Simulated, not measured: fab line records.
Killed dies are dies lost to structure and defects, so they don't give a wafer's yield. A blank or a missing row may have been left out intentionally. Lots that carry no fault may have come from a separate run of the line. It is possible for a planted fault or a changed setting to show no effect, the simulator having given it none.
What tool caused it? + flow berkeley cmos170 + Sampling: 14 lots, 42 wafers, 4 of 331 route steps

WHAT THE GAUGES SHOWED, per wafer
UCB170_M3_CD_MEAS_90: the cd target is 700 nm.
| lot  | measured     | on        | cd nm (nm)  |
|------|--------------|-----------|-------------|
| L166 | day 8 04:52  | cd sem-01 | 699 699 702 |
| L167 | day 8 04:05  | cd sem-01 | 699 705 700 |
| L169 | day 8 08:21  | cd sem-02 | 700 697 697 |
| L168 | day 8 07:01  | cd sem-01 | 692 693 700 |
| L170 | day 8 14:36  | cd sem-01 | 694 703 703 |
| L175 | day 9 16:35  | cd sem-01 | 704 698 700 |
| L176 | day 9 16:53  | cd sem-01 | 697 696 705 |
| L179 | day 10 10:08 | cd sem-01 | 697 697 703 |
| L180 | day 10 09:31 | cd sem-02 | 698 698 700 |
| L182 | day 11 06:08 | cd sem-02 | 693 700 691 |
| L185 | day 12 01:23 | cd sem-02 | 694 699 698 |
| L187 | day 12 01:17 | cd sem-01 | 703 695 693 |
| L188 | day 12 01:03 | cd sem-01 | 699 694 694 |
| L189 | day 12 01:41 | cd sem-02 | 697 704 700 |

EACH LOT AND THE TOOL THAT RAN IT (in order: tool; ch and the chambers of the sampled wafers; start)
| lot  | UCB170_NWELL_STRIP_15               | UCB170_M1_SPUTTER_00         | UCB170_M1_STRIP_13                   |
|------|-------------------------------------|------------------------------|--------------------------------------|
| L166 | plasma asher-01 ch 0,1, day 2 11:54 | pvd sputter-01, day 7 13:51  | plasma asher-01 ch 0,1, day 7 15:16  |
| L167 | plasma asher-03 ch 0, day 2 15:22   | pvd sputter-02, day 7 11:21  | plasma asher-01 ch 0,1, day 7 13:06  |
| L169 | plasma asher-03 ch 0,1, day 2 18:31 | pvd sputter-02, day 7 14:12  | plasma asher-02 ch 0,1, day 7 16:01  |
| L168 | plasma asher-04 ch 0, day 2 18:48   | pvd sputter-03, day 7 14:12  | plasma asher-03 ch 0,1, day 7 15:44  |
| L170 | plasma asher-01 ch 0,1, day 2 19:55 | pvd sputter-02, day 7 19:06  | plasma asher-01 ch 0,1, day 7 20:58  |
| L175 | plasma asher-04 ch 0,1, day 4 02:45 | pvd sputter-03, day 8 19:03  | plasma asher-02 ch 0,1, day 8 20:47  |
| L176 | plasma asher-03 ch 0,1, day 4 10:50 | pvd sputter-02, day 8 19:32  | plasma asher-01 ch 0,1, day 8 21:18  |
| L179 | plasma asher-03 ch 0,1, day 4 20:53 | pvd sputter-03, day 9 16:18  | plasma asher-02 ch 0,1, day 9 17:52  |
| L180 | plasma asher-03 ch 0,1, day 5 02:52 | pvd sputter-02, day 9 15:29  | plasma asher-01 ch 0,1, day 9 17:26  |
| L182 | plasma asher-01 ch 0, day 5 16:32   | pvd sputter-03, day 10 14:30 | plasma asher-02 ch 0,1, day 10 17:18 |
| L185 | plasma asher-01 ch 0,1, day 6 11:05 | pvd sputter-01, day 11 00:59 | plasma asher-02 ch 0,1, day 11 02:34 |
| L187 | plasma asher-01 ch 0,1, day 6 17:38 | pvd sputter-03, day 11 00:06 | plasma asher-01 ch 0,1, day 11 01:37 |
| L188 | plasma asher-04 ch 0,1, day 6 17:56 | pvd sputter-03, day 11 02:23 | plasma asher-01 ch 0,1, day 11 04:02 |
| L189 | plasma asher-01 ch 0,1, day 6 23:09 | pvd sputter-03, day 11 04:07 | plasma asher-02 ch 0,1, day 11 05:39 |
- UCB170_NWELL_STRIP_15: strips in O2.
- UCB170_M1_SPUTTER_00: material Al, target thk 600 nm, time 80 s.
- UCB170_M1_STRIP_13: strips in O2.

WHAT THE TOOLS THEMSELVES READ (means of the sampled wafers that have a number; where no wafer has one, the mark that the record gives instead)
UCB170_NWELL_STRIP_15.
| lot  | tool            | drypump motor current A (A) | oes product au (a.u.) | strip time to endpoint s (s) |
|------|-----------------|-----------------------------|-----------------------|------------------------------|
| L166 | plasma asher-01 | 5.3                         | 0.721                 | 18.03                        |
| L167 | plasma asher-03 | 5.7                         | 0.722                 | 18.02                        |
| L169 | plasma asher-03 | 5.8                         | 0.722                 | 18.04                        |
| L168 | plasma asher-04 | 6.0                         | 0.723                 | 17.98                        |
| L170 | plasma asher-01 | 5.6                         | 0.718                 | 17.92                        |
| L175 | plasma asher-04 | 6.1                         | 0.721                 | 18.02                        |
| L176 | plasma asher-03 | 5.8                         | 0.718                 | 17.97                        |
| L179 | plasma asher-03 | 5.8                         | 0.722                 | 18.01                        |
| L180 | plasma asher-03 | 5.8                         | 0.716                 | 18.01                        |
| L182 | plasma asher-01 | 5.1                         | 0.720                 | 18.13                        |
| L185 | plasma asher-01 | 5.3                         | 0.724                 | 17.99                        |
| L187 | plasma asher-01 | 5.6                         | 0.716                 | 18.03                        |
| L188 | plasma asher-04 | 6.1                         | 0.719                 | 18.04                        |
| L189 | plasma asher-01 | 5.6                         | 0.719                 | 18.06                        |

UCB170_M1_SPUTTER_00.
| lot  | tool           | throttle valve pct (%) |
|------|----------------|------------------------|
| L166 | pvd sputter-01 | 29.9                   |
| L167 | pvd sputter-02 | 32.0                   |
| L169 | pvd sputter-02 | 30.5                   |
| L168 | pvd sputter-03 | 29.3                   |
| L170 | pvd sputter-02 | 32.2                   |
| L175 | pvd sputter-03 | 29.8                   |
| L176 | pvd sputter-02 | 31.4                   |
| L179 | pvd sputter-03 | 29.2                   |
| L180 | pvd sputter-02 | 31.6                   |
| L182 | pvd sputter-03 | 29.5                   |
| L185 | pvd sputter-01 | 29.8                   |
| L187 | pvd sputter-03 | 29.6                   |
| L188 | pvd sputter-03 | 29.7                   |
| L189 | pvd sputter-03 | 29.3                   |

UCB170_M1_STRIP_13.
| lot  | tool            | drypump motor current A (A) | oes product au (a.u.) |
|------|-----------------|-----------------------------|-----------------------|
| L166 | plasma asher-01 | 5.6                         | 0.720                 |
| L167 | plasma asher-01 | 5.6                         | 0.718                 |
| L169 | plasma asher-02 | 5.8                         | 0.721                 |
| L168 | plasma asher-03 | 5.8                         | 0.723                 |
| L170 | plasma asher-01 | 5.3                         | 0.720                 |
| L175 | plasma asher-02 | 6.0                         | 0.716                 |
| L176 | plasma asher-01 | 5.3                         | 0.720                 |
| L179 | plasma asher-02 | 6.0                         | 0.721                 |
| L180 | plasma asher-01 | 5.6                         | 0.721                 |
| L182 | plasma asher-02 | 5.8                         | 0.724                 |
| L185 | plasma asher-02 | 5.8                         | 0.718                 |
| L187 | plasma asher-01 | 5.3                         | 0.718                 |
| L188 | plasma asher-01 | 5.6                         | 0.718                 |
| L189 | plasma asher-02 | 6.0                         | 0.722                 |

THE ANSWER, worked out from the rows above alone
Rule: usual is defined by the lots themselves. The widest of any qualifying gaps counts: lots, ordered by their means at a reading, are off when they make up no more than a third of the lots, leave a main group of 4 or more, and stand apart from it by 3 or more times the standard deviation of that group's means. If all means in a main group match to the digits the tables above print for the reading, that group is not used. Also off: a lot with no number at a reading for which 4 or more lots have one. The other lots that the step has rows for count as sound. The gauges are gone through in route order, then the tools' own readings, and for those a lot's mean is taken as printed above. The first step at which some lot is off is used, and at that step the reading that is off furthest; a lot without a number counts as furthest.
Across all readings shown, no lot is off: no conclusion can be drawn from this.

WHAT WAS PUT IN BY THE SIMULATOR
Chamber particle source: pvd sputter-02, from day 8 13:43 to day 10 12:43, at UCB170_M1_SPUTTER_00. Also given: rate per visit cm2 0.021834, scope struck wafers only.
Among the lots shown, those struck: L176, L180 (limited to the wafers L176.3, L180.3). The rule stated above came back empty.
